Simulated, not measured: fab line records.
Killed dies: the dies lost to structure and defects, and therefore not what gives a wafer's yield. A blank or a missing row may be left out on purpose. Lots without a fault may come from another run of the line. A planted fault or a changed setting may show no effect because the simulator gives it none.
fab line records -- flow rit-cmos
record lots=5, wafers=15, last-day=7
route steps=202 shown CONTACT@178 M1@184
lots with no fault: from the same line, run without faults
start-h: hours from the record's first day to the start of the lot's first wafer shown -- wait-h: hours elapsed since this lot's preceding step -- " the same as in the row above -- L1.1+2: one row covering several wafers at once -- - either no value or no given start -- * or withheld: withheld -- < > ~ a bound
route shown NAME@n: NAME is a module with steps in the file, n the number in the route of the first one -- usual: mean/standard deviation of fault-free wafers -- same: alike in all rows -- chamber/n: place in a boat -- sites: each site's reading -- _std_site: the values' standard deviation -- _edge_site: inner sites' mean taken away from outer sites' mean -- radius-mm: for every site, how far away it sits from the centre of the wafer -- mask NAME#n: copy n -- behind: the most recent tool/chamber to have shaped the wafer -- hold: why the lot was held/for how many hours/how that ended -- device: the n, p or np transistor that did not switch -- end of line: the route-end tests of the same wafers -- a step with no rows: only its recipe -- killed: not the wafer's yield, but the dies lost to structure and defects at the first sort -- map: shows each die of a wafer: x if killed, . if not, _ if none is there
set.NAME: the setting the step ran with; set.NAME@STEP: the setting that earlier step ran with -- model.NAME: the simulator's own value behind a step, which no gauge read
certain route steps with their lots: each step a table, each wafer a row
services: the hour from which a tool's chamber was out of use, counted from the record's first day as start-h (under 0 if before that day), plus the number of hours and why
## steps
# step RIT_CONTACT_HARDBAKE_10
# recipe resist=NOVOLAK, temp-c=140, time-s=60
# step RIT_CONTACT_ETCH_11
# recipe target-depth-a=4800, over-etch-frac=0.2, stop-on=TiSi2, chemistry=CHF3/CF4/Ar, target=SiO2, CHF3_flow_sccm=50, cf4-flow-sccm=10, Ar_flow_sccm=100, O2_flow_sccm=5, pressure-mtorr=100, rf-w=200, time-s=320
# usual O2_flow_sccm=5.001/0.016, drypump-motor-current-A=5.8/0.43, oes-product-au=1.001/0.012, throttle-valve-pct=8.82/0.12
# same time-s=320
lot.wafer,tool,chamber,start-h,wait-h,O2_flow_sccm,drypump-motor-current-A,oes-product-au,rf-hours-counter-h,throttle-valve-pct
L844.4,rie-diel-01,3,66.70,0.1,5.022,5.7,0.991,-,8.86
L844.5,rie-diel-01,2,66.70,0.1,4.979,6.0,0.984,-,8.88
L844.6,rie-diel-01,1,66.70,0.1,5.002,5.6,1.004,-,8.71
L849.2,rie-diel-04,1,94.21,0.1,5.017,6.1,1.012,113,8.99
L849.3,rie-diel-04,3,94.21,0.1,4.987,5.5,1.001,8,8.68
L849.4,rie-diel-04,1,94.21,0.1,5.015,6.1,1.011,-,8.98
L855.2,rie-diel-04,1,127.56,0.1,5.013,6.0,1.002,113,9.00
L855.3,rie-diel-04,3,127.56,0.1,5.021,5.6,0.996,9,8.69
L855.6,rie-diel-04,1,127.56,0.1,4.985,6.1,1.012,-,8.99
L856.1,rie-diel-01,0,128.78,0.1,5.006,6.8,1.017,1,8.80
L856.4,rie-diel-01,3,128.78,0.1,5.000,5.6,0.987,150,8.87
L856.6,rie-diel-01,2,128.78,0.1,5.004,6.0,0.980,-,8.88
L863.3,rie-diel-03,2,162.27,0.1,4.999,5.3,0.997,113,8.68
L863.4,rie-diel-03,1,162.27,0.1,4.997,6.0,1.001,85,8.61
L863.5,rie-diel-03,2,162.27,0.1,5.002,5.3,1.008,-,8.70
# step RIT_CONTACT_STRIP_12
# recipe chemistry=O2, time-s=180, resist=NOVOLAK, platen-temp-c=withheld, power-w=500, pressure-mtorr=4000, o2-flow-sccm=4000
# usual drypump-motor-current-A=5.94/0.28
# same time-s=180
lot.wafer,tool,chamber,start-h,wait-h,drypump-motor-current-A,rf-hours-counter-h
L844.4,plasma-asher-03,0,66.85,0.1,5.60,-
L844.5,plasma-asher-03,0,66.85,0.1,5.60,-
L844.6,plasma-asher-03,1,66.85,0.1,6.02,-
L849.2,plasma-asher-01,0,94.41,0.1,6.34,46
L849.3,plasma-asher-01,0,94.41,0.1,6.30,-
L849.4,plasma-asher-01,1,94.41,0.1,5.69,-
L855.2,plasma-asher-03,0,127.75,0.1,5.57,48
L855.3,plasma-asher-03,0,127.75,0.1,5.58,-
L855.6,plasma-asher-03,0,127.75,0.1,5.57,-
L856.1,plasma-asher-01,1,128.97,0.1,5.71,0
L856.4,plasma-asher-01,1,128.97,0.1,5.70,-
L856.6,plasma-asher-01,0,128.97,0.1,6.31,-
L863.3,plasma-asher-03,1,162.53,0.2,6.09,-
L863.4,plasma-asher-03,0,162.53,0.2,5.58,-
L863.5,plasma-asher-03,1,162.53,0.2,6.06,-
# step RIT_CONTACT_CD_MEAS_90
# recipe target-cd-nm=1000
# usual cd-nm=1000.4/2.2
lot.wafer,tool,chamber,start-h,wait-h,cd-nm
L844.4,cd-sem-02,-,67.03,0.1,1001.0
L844.5,cd-sem-02,-,67.03,0.1,1004.8
L844.6,cd-sem-02,-,67.03,0.1,1002.8
L849.2,cd-sem-02,-,94.60,0.1,1001.7
L849.3,cd-sem-02,-,94.60,0.1,1002.5
L849.4,cd-sem-02,-,94.60,0.1,1001.3
L855.2,cd-sem-01,-,127.95,0.1,999.8
L855.3,cd-sem-01,-,127.95,0.1,1001.5
L855.6,cd-sem-01,-,127.95,0.1,1000.1
L856.1,cd-sem-01,-,129.15,0.1,1002.2
L856.4,cd-sem-01,-,129.15,0.1,1002.4
L856.6,cd-sem-01,-,129.15,0.1,1002.9
L863.3,cd-sem-01,-,162.68,0.1,998.9
L863.4,cd-sem-01,-,162.68,0.1,1001.1
L863.5,cd-sem-01,-,162.68,0.1,1000.1
# step RIT_CONTACT_CLEAN_13
# recipe chemistry=SC1, mix=3:3:50, time-s=600, temp-c=75
# step RIT_CONTACT_CLEAN_14
# recipe chemistry=SC2, mix=3:3:50, time-s=600, temp-c=75, dry=n2-spin
# step RIT_M1_SPUTTER_00
# recipe material=Al, target-thk-nm=400, power-w=2000, chamber-pressure-pa=0.4, gas=Ar, time-s=500, substrate-temp-c=25
# usual chamber-pressure-pa=0.4000/0.0008, throttle-valve-pct=29.7/1.1
# same time-s=500
lot.wafer,tool,chamber,start-h,wait-h,chamber-pressure-pa,throttle-valve-pct
L844.4,pvd-sputter-01,-,67.44,0.0,0.4001,28.3
L844.5,pvd-sputter-01,-,67.44,0.0,0.4000,29.2
L844.6,pvd-sputter-01,-,67.44,0.0,0.4003,30.5
L849.2,pvd-sputter-01,-,95.07,0.0,0.3998,29.1
L849.3,pvd-sputter-01,-,95.07,0.0,0.4002,28.7
L849.4,pvd-sputter-01,-,95.07,0.0,0.4002,29.3
L855.2,pvd-sputter-01,-,128.40,0.0,0.4009,30.4
L855.3,pvd-sputter-01,-,128.40,0.0,0.3993,28.7
L855.6,pvd-sputter-01,-,128.40,0.0,0.3992,28.9
L856.1,pvd-sputter-04,-,129.62,0.0,0.4008,30.1
L856.4,pvd-sputter-04,-,129.62,0.0,0.3998,29.3
L856.6,pvd-sputter-04,-,129.62,0.0,0.4009,31.6
L863.3,pvd-sputter-01,-,163.13,0.0,0.3988,29.1
L863.4,pvd-sputter-01,-,163.13,0.0,0.3990,29.0
L863.5,pvd-sputter-01,-,163.13,0.0,0.3995,29.2
# step RIT_M1_RS_MEAS_01
# recipe thk-meas-gauge=four-point-probe, reads=Al_of_M1_SPUTTER_00
# usual M1_AL_RS=0.0736/0.00089
lot.wafer,tool,chamber,start-h,wait-h,M1_AL_RS[ohm/sq]
L844.4,film-metro-01,-,67.79,0.2,0.0730
L844.5,film-metro-01,-,67.79,0.2,0.0734
L844.6,film-metro-01,-,67.79,0.2,0.0743
L849.2,film-metro-02,-,95.38,0.2,0.0740
L849.3,film-metro-02,-,95.38,0.2,0.0729
L849.4,film-metro-02,-,95.38,0.2,0.0739
L855.2,film-metro-01,-,128.71,0.2,0.0747
L855.3,film-metro-01,-,128.71,0.2,0.0734
L855.6,film-metro-01,-,128.71,0.2,0.0733
L856.1,film-metro-03,-,129.91,0.1,0.0735
L856.4,film-metro-03,-,129.91,0.1,0.0732
L856.6,film-metro-03,-,129.91,0.1,0.0743
L863.3,film-metro-02,-,163.46,0.2,0.0738
L863.4,film-metro-02,-,163.46,0.2,0.0738
L863.5,film-metro-02,-,163.46,0.2,0.0732
# step RIT_M1_THK_MEAS_02
# recipe thk-meas-gauge=xrf, reads=Al_of_M1_SPUTTER_00
# usual M1_AL_THK=393/5.1
lot.wafer,tool,chamber,start-h,wait-h,M1_AL_THK[nm]
L844.4,film-metro-01,-,67.88,0.1,400
L844.5,film-metro-01,-,67.88,0.1,396
L844.6,film-metro-01,-,67.88,0.1,389
L849.2,film-metro-02,-,95.49,0.1,391
L849.3,film-metro-02,-,95.49,0.1,392
L849.4,film-metro-02,-,95.49,0.1,387
L855.2,film-metro-01,-,128.82,0.1,390
L855.3,film-metro-01,-,128.82,0.1,394
L855.6,film-metro-01,-,128.82,0.1,396
L856.1,film-metro-03,-,130.03,0.1,392
L856.4,film-metro-03,-,130.03,0.1,396
L856.6,film-metro-03,-,130.03,0.1,390
L863.3,film-metro-02,-,163.56,0.1,394
L863.4,film-metro-02,-,163.56,0.1,393
L863.5,film-metro-02,-,163.56,0.1,395
# step RIT_M1_HMDS_03
# recipe prime-time-s=60, prime-temp-c=140
# step RIT_M1_COAT_04
# recipe resist=NOVOLAK, spin-rpm=2000, resist-thk-nm=1300
# step RIT_M1_SOFTBAKE_05
# recipe resist=NOVOLAK, temp-c=90, time-s=60
# step RIT_M1_EXPOSE_06
# recipe mask-id=M12, na=0.6, source-shape=conventional, sigma-outer=0.5, target-cd-nm=2600, dose-mj=250
# usual exposure-dose-mJ-cm2=251.42/0.24
lot.wafer,tool,chamber,start-h,wait-h,mask,exposure-dose-mJ-cm2
L844.4,iline-stepper-01,0,68.55,0.2,M12#0,251.15
L844.5,iline-stepper-01,0,68.55,0.2,M12#0,250.89
L844.6,iline-stepper-01,0,68.55,0.2,M12#0,251.32
L849.2,iline-stepper-01,0,96.01,0.1,M12#0,251.20
L849.3,iline-stepper-01,0,96.01,0.1,M12#0,251.63
L849.4,iline-stepper-01,0,96.01,0.1,M12#0,251.39
L855.2,iline-stepper-01,0,129.34,0.1,M12_R1#0,251.44
L855.3,iline-stepper-01,0,129.34,0.1,M12_R1#0,251.34
L855.6,iline-stepper-01,0,129.34,0.1,M12_R1#0,251.34
L856.1,iline-stepper-02,0,130.69,0.2,M12#0,251.11
L856.4,iline-stepper-02,0,130.69,0.2,M12#0,251.33
L856.6,iline-stepper-02,0,130.69,0.2,M12#0,250.89
L863.3,iline-stepper-02,0,164.09,0.1,M12#0,251.74
L863.4,iline-stepper-02,0,164.09,0.1,M12#0,252.09
L863.5,iline-stepper-02,0,164.09,0.1,M12#0,252.05
# step RIT_M1_PEB_07
# recipe resist=NOVOLAK, temp-c=withheld, time-s=withheld
# step RIT_M1_DEVELOP_08
# recipe resist=NOVOLAK, develop-time-s=68, dev-temp-c=23.58
# usual exhaust-pa=45.2/0.91, resist-line-temp-C=22.99/0.11
lot.wafer,tool,chamber,start-h,wait-h,exhaust-pa,resist-line-temp-C,model.M1.cd-nm
L844.4,litho-track-01,0,-,-,46.4,23.22,2600
L844.5,litho-track-01,0,-,-,47.0,23.04,2602
L844.6,litho-track-01,0,-,-,45.6,23.14,2599
L849.2,litho-track-03,0,-,-,45.7,23.09,2602
L849.3,litho-track-03,0,-,-,46.0,23.06,2602
L849.4,litho-track-03,0,-,-,45.3,22.75,2602
L855.2,litho-track-01,0,-,-,45.2,22.78,2249
L855.3,litho-track-01,0,-,-,45.8,22.92,2249
L855.6,litho-track-01,0,-,-,46.0,23.19,2248
L856.1,litho-track-01,0,-,-,44.1,23.10,2596
L856.4,litho-track-01,0,-,-,43.0,23.01,2596
L856.6,litho-track-01,0,-,-,44.5,23.02,2597
L863.3,litho-track-03,0,-,-,44.6,23.06,2602
L863.4,litho-track-03,0,-,-,45.0,23.04,2597
L863.5,litho-track-03,0,-,-,45.7,22.94,2601
# step RIT_M1_CD_MEAS_09
# recipe target-cd-nm=2600
# usual cd-nm=2600.4/2.4
lot.wafer,tool,chamber,start-h,wait-h,cd-nm
L844.4,cd-sem-01,-,68.98,-,2599.8
L844.5,cd-sem-01,-,68.98,-,2602.2
L844.6,cd-sem-01,-,68.98,-,2599.3
L849.2,cd-sem-01,-,96.44,-,2602.5
L849.3,cd-sem-01,-,96.44,-,2602.5
L849.4,cd-sem-01,-,96.44,-,2602.4
L855.2,cd-sem-02,-,129.77,-,2248.4
L855.3,cd-sem-02,-,129.77,-,2249.2
L855.6,cd-sem-02,-,129.77,-,2248.4
L856.1,cd-sem-01,-,131.12,-,2595.6
L856.4,cd-sem-01,-,131.12,-,2596.0
L856.6,cd-sem-01,-,131.12,-,2597.4
L863.3,cd-sem-02,-,164.52,-,2601.6
L863.4,cd-sem-02,-,164.52,-,2597.3
L863.5,cd-sem-02,-,164.52,-,2600.7
# step RIT_M1_OVL_MEAS_10
# usual M1_OVL=-0.6/1.2
lot.wafer,tool,chamber,start-h,wait-h,M1_OVL[nm]
L844.4,overlay-02,-,69.05,0.1,-1.3
L844.5,overlay-02,-,69.05,0.1,-0.2
L844.6,overlay-02,-,69.05,0.1,0.8
L849.2,overlay-01,-,96.55,0.1,-0.7
L849.3,overlay-01,-,96.55,0.1,-0.6
L849.4,overlay-01,-,96.55,0.1,0.4
L855.2,overlay-02,-,129.88,0.1,-3.0
L855.3,overlay-02,-,129.88,0.1,-1.2
L855.6,overlay-02,-,129.88,0.1,-0.4
L856.1,overlay-02,-,131.24,0.1,0.3
L856.4,overlay-02,-,131.24,0.1,0.4
L856.6,overlay-02,-,131.24,0.1,0.4
L863.3,overlay-01,-,164.62,0.1,-0.1
L863.4,overlay-01,-,164.62,0.1,-1.4
L863.5,overlay-01,-,164.62,0.1,-0.6
# step RIT_M1_HARDBAKE_11
# recipe resist=NOVOLAK, temp-c=140, time-s=120
# step RIT_M1_METAL_ETCH_12
# recipe stop-on=SiO2, chemistry=Cl2/BCl3, target=Al, time-s=165, over-etch-frac=0.5, pressure-mtorr=100, target-depth-a=6000, rf-w=250, Cl2_flow_sccm=60, bcl3-flow-sccm=50
# usual drypump-motor-current-A=5.6/0.41, oes-product-au=0.772/0.016, throttle-valve-pct=8.42/0.11
# same time-s=165
lot.wafer,tool,chamber,start-h,wait-h,drypump-motor-current-A,oes-product-au,rf-hours-counter-h,throttle-valve-pct,model.M1.cd-nm
L844.4,rie-metal-03,0,69.38,0.1,5.4,0.765,-,8.50,2600
L844.5,rie-metal-03,0,69.38,0.1,5.4,0.756,-,8.50,2602
L844.6,rie-metal-03,1,69.38,0.1,5.3,0.766,-,8.36,2600
L849.2,rie-metal-01,0,96.83,0.2,5.1,0.797,0.9,8.20,2603
L849.3,rie-metal-01,1,96.83,0.2,5.4,0.760,-,8.44,2599
L849.4,rie-metal-01,0,96.83,0.2,5.1,0.801,-,8.20,2601
L855.2,rie-metal-01,0,130.16,0.2,5.1,0.793,1.3,8.19,2250
L855.3,rie-metal-01,1,130.16,0.2,5.3,0.757,-,8.46,2248
L855.6,rie-metal-01,0,130.16,0.2,5.1,0.805,-,8.21,2249
L856.1,rie-metal-03,0,131.59,0.2,5.5,0.771,5.0,8.48,2598
L856.4,rie-metal-03,1,131.59,0.2,5.3,0.772,-,8.37,2597
L856.6,rie-metal-03,1,131.59,0.2,5.3,0.777,-,8.34,2598
L863.3,rie-metal-02,0,164.96,0.2,6.2,0.778,-,8.51,2599
L863.4,rie-metal-02,1,164.96,0.2,6.1,0.757,-,8.49,2596
L863.5,rie-metal-02,0,164.96,0.2,6.2,0.782,-,8.52,2600
# step RIT_M1_STRIP_13
# recipe chemistry=nmp, resist=NOVOLAK, temp-c=80, time-s=600, dry=n2-spin
# step RIT_M1_PROBE_99
# usual defect-limited-yield=97.3/1.2, killed_at_M0_to_M3=0.0/0.083, killed-at-contacts=0.1/0.31, killed-at-front-end=7/3.3, killed-dies=7/3.3, killed-on-rim=1.9/1.5, killed-open=3.4/2.2, killed-short=3.5/2, sort_bin_3_pad_short=0.1/0.2, sort_bin_5_function=1.5/0.88, sort_bin_6_memory=1.0/0.69, sort-n-pass=257/3.3, sort-yield-pct=97.3/1.2
# same gross-dies=264, killed_at_M4_up=0, killed-at-back-side=0, killed-at-other=0
lot.wafer,tool,chamber,start-h,wait-h,defect-limited-yield[%],killed_at_M0_to_M3,killed-at-contacts,killed-at-front-end,killed-dies,killed-on-rim,killed-open,killed-short,sort_bin_3_pad_short[%],sort_bin_5_function[%],sort_bin_6_memory[%],sort-n-pass,sort-yield-pct[%],model.etest.m1.width-nm,model.etest.tester.sort-n-pass,model.etest.tester.sort_bin_5_pct,model.etest.tester.sort-yield-pct,model.etest.nmos_0p15.junction-log10-a-um,model.etest.nmos-narrow.off-log10-a-um,model.etest.gate-end-array.leak-log10-a-um,model.etest.nmos_0p3.off-log10-a-um
L844.4,prober-01,-,73.57,0.2,99.2,0,0,2,2,1,2,0,0,0.8,0,262,99.2,2594,262,0.7576,99.24,-13.44,-13.27,-12.88,-12.95
L844.5,prober-01,-,73.62,0.2,97.3,0,0,7,7,2,6,1,0,0.8,1.9,257,97.3,2597,257,0.7576,97.35,-13.5,-13.34,-12.78,-13.03
L844.6,prober-01,-,73.67,0.2,97.7,0,0,6,6,3,1,5,0.4,0.8,1.1,258,97.7,2604,258,0.7576,97.73,-13.61,-13.18,-12.99,-13.2
L849.2,prober-01,-,100.42,0.1,96.2,0,0,10,10,5,4,6,0.4,0.4,3.0,254,96.2,2600,254,0.3788,96.21,-13.49,-13.11,-12.81,-12.96
L849.3,prober-01,-,100.47,0.2,97.7,0,0,6,6,3,3,3,0,1.1,1.1,258,97.7,2600,258,1.136,97.73,-13.47,-13.12,-12.76,-12.99
L849.4,prober-01,-,100.52,0.2,95.5,0,0,12,12,3,6,6,0,2.3,2.3,252,95.5,2597,252,2.273,95.45,-13.51,-13.22,-12.8,-12.93
L855.2,prober-01,-,132.46,0.1,88.3,27,1,3,31,8,1,3,0,10.6,1.1,233,88.3,2255,233,10.61,88.26,-11.75,-11.74,-11.54,-11.73
L855.3,prober-01,-,132.51,0.2,90.2,22,0,4,26,9,2,2,0,9.1,0.8,238,90.2,2241,238,9.091,90.15,-11.88,-11.86,-11.66,-11.87
L855.6,prober-01,-,132.66,0.2,88.6,30,0,0,30,12,0,0,0,11.4,0,234,88.6,2245,234,11.36,88.64,-11.78,-11.77,-11.57,-11.76
L856.1,prober-02,-,135.12,0.1,95.8,0,0,11,11,4,6,5,0,1.5,2.7,253,95.8,2599,253,1.515,95.83,-13.44,-13.16,-12.79,-13.03
L856.4,prober-02,-,135.27,0.2,95.8,0,0,11,11,4,6,5,0.4,1.9,1.9,253,95.8,2593,253,1.894,95.83,-13.44,-13.18,-12.76,-12.9
L856.6,prober-02,-,135.37,0.2,98.1,0,0,5,5,3,2,3,0,0,1.9,259,98.1,2592,259,0,98.11,-13.37,-13.21,-12.75,-12.94
L863.3,prober-01,-,167.27,0.2,97.7,0,0,6,6,2,2,4,0.4,0.4,1.5,258,97.7,2603,258,0.3788,97.73,-13.55,-13.28,-12.84,-12.91
L863.4,prober-01,-,167.32,0.2,97.0,0,2,6,8,3,4,4,0.4,0.8,1.9,256,97.0,2593,256,0.7576,96.97,-13.47,-13.07,-12.59,-12.79
L863.5,prober-01,-,167.37,0.2,98.5,0,0,4,4,2,2,2,0,1.1,0.4,260,98.5,2602,260,1.136,98.48,-13.75,-13.02,-12.81,-12.88
# killed by level:class
L844.4 FOX1:geometric-particle:open=1 GATE:geometric-particle:open=1
L844.5 GATE:geometric-particle:open=3 FOX1:geometric-particle:open=2 FOX2:geometric-particle:short=1 SPACER:geometric-particle:open=1
L844.6 GATE:geometric-particle:short=3 SPACER:geometric-particle:short=2 SPACER:geometric-particle:open=1
L849.2 FOX2:geometric-particle:short=3 FOX2:geometric-particle:open=2 SILICIDE:geometric-particle:open=2 GATE:geometric-particle:short=1 REOX:geometric-particle:short=1 SILICIDE:geometric-particle:short=1
L849.3 SPACER:geometric-particle:open=2 SILICIDE:geometric-particle:short=2 FOX1:geometric-particle:open=1 REOX:geometric-particle:short=1
L849.4 FOX2:geometric-particle:short=3 FOX2:geometric-particle:open=3 GATE:geometric-particle:short=3 SPACER:geometric-particle:open=2 SILICIDE:geometric-particle:open=1
L855.2 M1:area-expose=27 GATE:geometric-particle:short=1 SPACER:geometric-particle:open=1 SPACER:geometric-particle:short=1 CONTACT:geometric-particle:short=1
L855.3 M1:area-expose=22 FOX1:geometric-particle:open=1 GATE:geometric-particle:short=1 GATE:geometric-particle:open=1 REOX:geometric-particle:short=1
L855.6 M1:area-expose=30
L856.1 GATE:geometric-particle:open=4 FOX1:geometric-particle:short=2 FOX1:geometric-particle:open=1 GATE:geometric-particle:short=1 REOX:geometric-particle:open=1 SPACER:geometric-particle:short=1 SILICIDE:geometric-particle:short=1
L856.4 FOX1:geometric-particle:open=4 FOX1:geometric-particle:short=2 GATE:geometric-particle:short=1 REOX:geometric-particle:short=1 REOX:geometric-particle:open=1 SPACER:geometric-particle:open=1 SPACER:geometric-particle:short=1
L856.6 GATE:geometric-particle:short=2 FOX1:geometric-particle:open=1 FOX1:geometric-particle:short=1 SPACER:geometric-particle:open=1
L863.3 GATE:geometric-particle:short=2 GATE:geometric-particle:open=2 FOX1:geometric-particle:short=1 SILICIDE:geometric-particle:short=1
L863.4 GATE:geometric-particle:short=3 REOX:geometric-particle:open=2 CONTACT:geometric-particle:open=2 ACTIVE:geometric-particle:short=1
L863.5 GATE:geometric-particle:open=1 GATE:geometric-particle:short=1 SILICIDE:geometric-particle:short=1 SILICIDE:geometric-particle:open=1
# map L855.2 (x killed, . not)
________.xx...._______
_____xx..x..x.....____
____x.x....x.......___
___x..x............x__
__.x.....x.x.x......._
__.....xx.xx........._
_..xx....x............
_......x..x...........
_.......x........x....
_.....x............x..
__....x.............._
__..................._
___...x.............__
____...............___
_____.............____
________......._______
# map L844.5 (x killed, . not)
________......._______
_____.............____
____...............___
___..........x....x.__
__..................._
__..................._
_.....................
_.....................
_...............x.....
_.....................
__.........x....x...._
__..................._
___....x............__
____...............___
_____..x..........____
________......._______
## services
tool,chamber,start-h,hours,kind
iline-stepper-02,0,43.28,-,calibration
pvd-sputter-04,-,44.47,1.4,repair
plasma-asher-01,-,46.03,5.1,repair
rie-diel-03,2,50.43,5.5,repair
rie-diel-01,0,53.63,-,clean
rie-diel-04,-,59.02,0.9,repair
rie-diel-03,1,69.09,9.3,repair
rie-diel-03,3,69.48,14.2,repair
pvd-sputter-04,-,80.48,7.6,repair
rie-diel-01,0,89.70,8.6,repair
iline-stepper-01,0,90.43,-,calibration
rie-diel-04,0,93.81,9.9,repair
rie-diel-04,1,96.48,6.6,repair
plasma-asher-01,-,105.73,12.0,repair
rie-diel-04,-,107.45,0.5,repair
rie-metal-02,0,109.94,4.2,repair
plasma-asher-01,-,117.71,9.0,pm
pvd-sputter-01,-,131.63,0.6,repair
rie-metal-02,0,135.91,3.6,repair
iline-stepper-01,-,137.73,4.6,repair
rie-diel-03,0,142.34,7.7,repair
pvd-sputter-04,-,146.64,2.8,repair
iline-stepper-01,-,155.79,2.7,repair
rie-diel-04,1,159.45,11.7,repair
## key
first-sign step=RIT_M1_EXPOSE_06, reading=mask, direction=changed
effect step=RIT_M1_CD_MEAS_09, reading=cd-nm, direction=down, sigmas=99+, usual=2600.4, struck=2248.7
effect step=RIT_M1_PROBE_99, reading=killed_at_M0_to_M3, direction=up, sigmas=26, usual=0.0, struck=26.3
model-effect step=RIT_M1_DEVELOP_08, value=M1.cd-nm, without=2599, struck=2249
model-effect step=RIT_M1_METAL_ETCH_12, value=M1.cd-nm, without=2599, struck=2249
model-effect step=RIT_M1_PROBE_99, value=etest.m1.width-nm, without=2597, struck=2247
more-kills-born-at RIT_M1_EXPOSE_06@iline-stepper-01=79
met-at RIT_M1_EXPOSE_06
struck-wafers L855.2,L855.3,L855.6
onset-between 96.01 129.34
fault kind=wrong-mask, tool=any, chamber=-, onset-h=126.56, steps=RIT_M1_EXPOSE_06, aux-copy=M12_R1#0, cd-offset-nm=-350, scope=struck-lots-only
